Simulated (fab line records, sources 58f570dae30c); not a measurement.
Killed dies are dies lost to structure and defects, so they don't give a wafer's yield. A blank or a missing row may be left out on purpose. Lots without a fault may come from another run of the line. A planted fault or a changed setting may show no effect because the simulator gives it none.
A struck lot beside a sound one | flow berkeley_cmos170 | 17 steps out of a route of 331
Sound: wafers L119.1, L119.3, L119.5. Struck: wafers L124.1, L124.2, L124.4. The cause comes at the end.
At each step with rows: each side's tool, then ch and its chambers, then its first start. Under that, the readings that differ: sound wafers | struck wafers | difference of the means | sigmas: that difference in standard deviations of wafers without a fault.
alike: readings whose means differ by less than 2 such deviations, and words and numbers that are the same on both sides. not compared: withheld readings, readings that some wafer has no value for, bounds like >300 that may hide the same value, and numbers for which the record gives no deviation and whose values overlap.
The two part at a step that has a row with sigmas, a row that says differs or no value, or rows on one side only. Numbers that don't overlap but have no deviation are shown without sigmas and don't part them. A reading that every wafer of one side lacks parts them only if that side has two wafers or more.

UCB170_GATE_THK_MEAS_02:
  sound on film_metro-03, day 8 22:29; struck on film_metro-01, day 10 07:35
  alike: GATE_OXIDE_THK
then, 2 steps without rows for these wafers: UCB170_GATE_ANNEAL_03 (time 1800 s); UCB170_GATE_CVD_04 (deposits poly-Si from SiH4, time 1440 s, target thk 214 nm).
UCB170_GATE_THK_MEAS_05:
  sound on film_metro-03, day 9 09:11; struck on film_metro-02, day 10 13:24
  alike: GATE_POLY_THK
then, 6 steps without rows for these wafers: UCB170_GATE_COAT_06; UCB170_GATE_COAT_07 (resist thk 900 nm); UCB170_GATE_SOFTBAKE_08 (time 60 s); UCB170_GATE_EXPOSE_09 (exposes mask POLY, target cd 350 nm); UCB170_GATE_PEB_10; UCB170_GATE_DEVELOP_11 (develop time 45 s).
UCB170_GATE_CD_MEAS_12: target cd 350 nm.
  sound on cd_sem-02, day 9 10:59; struck on cd_sem-02, day 10 15:08
  alike: cd_nm
UCB170_GATE_OVL_MEAS_13:
  sound on overlay-01, day 9 11:07; struck on overlay-01, day 10 15:16
  alike: GATE_OVL
UCB170_GATE_ETCH_14: etches BARC in N2/H2.
  sound on rie_diel-02 ch 1,2,3, day 9 11:09; struck on rie_diel-03 ch 0,2,3, day 10 15:18
  no value came back on the struck wafers for any of 6 readings (bias_w (W), chamber_pressure_mTorr (mTorr) and others); on the sound wafers bias_w (W) reads 100.03 100.04 100.19
UCB170_GATE_ETCH_15: etches poly-Si in HBr/Cl2, stops on SiO2, time 56.3 s, target depth 278.2 nm.
  sound on rie_si-01 ch 2,3, day 9 11:11; struck on rie_si-02 ch 1,2,3, day 10 15:20
  reading               | sound             | struck            | difference | sigmas
  oes_product_au (a.u.) | 0.837 0.848 0.844 | 0.273 0.274 0.266 | -0.572     | -41
  alike: HBr_flow_sccm, bias_w, drypump_motor_current_A, throttle_valve_pct
  not compared: rf_hours_counter_h
UCB170_GATE_STRIP_16: strips in O2.
  sound on plasma_asher-03 ch 0, day 9 11:14; struck on plasma_asher-01 ch 0,1, day 10 15:23
  alike: drypump_motor_current_A, oes_product_au
  not compared: rf_hours_counter_h
UCB170_GATE_CD_MEAS_90: target cd 350 nm.
  sound on cd_sem-01, day 9 11:26; struck on cd_sem-01, day 10 15:29
  reading    | sound             | struck | difference                    | sigmas
  cd_nm (nm) | 352.0 349.7 351.1 | - - -  | no value on the struck wafers |
then, 1 step without rows for these wafers: UCB170_GATE_CLEAN_17 (cleans in SPM, time 600 s).

WHERE THEY PART
First at UCB170_GATE_ETCH_14; last, within this record, at UCB170_GATE_CD_MEAS_90.

WHY: what the simulator had put in
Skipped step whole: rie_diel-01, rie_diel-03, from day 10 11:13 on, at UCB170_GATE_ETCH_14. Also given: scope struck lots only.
